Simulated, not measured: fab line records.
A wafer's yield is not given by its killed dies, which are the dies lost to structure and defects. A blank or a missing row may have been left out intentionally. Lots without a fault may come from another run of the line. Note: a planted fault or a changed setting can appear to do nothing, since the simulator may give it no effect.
Which tool did it? -- flow berkeleyCmos170 -- Sampling: 7 lots, 21 wafers, 2 of 331 route steps

== WHAT THE GAUGES READ, wafer by wafer ==
UCB170_GATE_THK_MEAS_05.
lot,measured,on,GATE_POLY_THK (nm)
L767,day 6 05:28,filmMetro-03,213.9 212.7 211.8
L769,day 6 20:31,filmMetro-01,215.5 214.0 214.9
L774,day 7 14:16,filmMetro-03,428.3 426.5 425.2
L780,day 9 02:29,filmMetro-02,214.9 214.9 215.4
L784,day 9 10:18,filmMetro-03,217.0 216.6 215.7
L787,day 10 09:42,filmMetro-02,217.0 217.8 216.0
L789,day 10 19:16,filmMetro-01,217.8 218.5 218.5

== WHAT TOOL EACH LOT RAN ON (gives the tool, then ch and the chambers of the sampled wafers, and finally the start) ==
lot,UCB170_GATE_CVD_04
L767,"lpcvd-02 ch 1, day 6 04:04"
L769,"lpcvd-01 ch 0, day 6 19:06"
L774,"lpcvd-01 ch 1, day 7 09:40"
L780,"lpcvd-02 ch 0, day 9 01:05"
L784,"lpcvd-01 ch 0, day 9 08:54"
L787,"lpcvd-01 ch 0, day 10 08:17"
L789,"lpcvd-02 ch 1, day 10 17:52"
- UCB170_GATE_CVD_04: deposits poly-Si from SiH4, time 1440 s, target thk 214 nm.

== THE ANSWER, worked out from the rows above alone ==
Rule: what is usual is taken from the lots themselves. Put in order of their means at a reading, lots are off if they are a third of the lots or fewer, leave a main group of 4 or more, and stand apart from it by a gap of 3 or more times the standard deviation of the main group's means; of several such gaps the widest counts. The tables above print the reading to a certain number of digits; a main group whose means all agree to those digits is not used. Also off: a lot with no number at a reading for which 4 or more lots have one. Any other lot the step has rows for is counted as sound.
Off: L774, at UCB170_GATE_THK_MEAS_05 (GATE_POLY_THK). The main group: mean 215.7 nm, standard deviation 1.7.
A tool fits if, at a process step before that reading, it ran every lot that is off, and no sound lot after the first of them. The gauges at UCB170_GATE_THK_MEAS_05 are tried like those tools. No candidate that was tried fits.

== WHAT THE SIMULATOR PUT IN ==
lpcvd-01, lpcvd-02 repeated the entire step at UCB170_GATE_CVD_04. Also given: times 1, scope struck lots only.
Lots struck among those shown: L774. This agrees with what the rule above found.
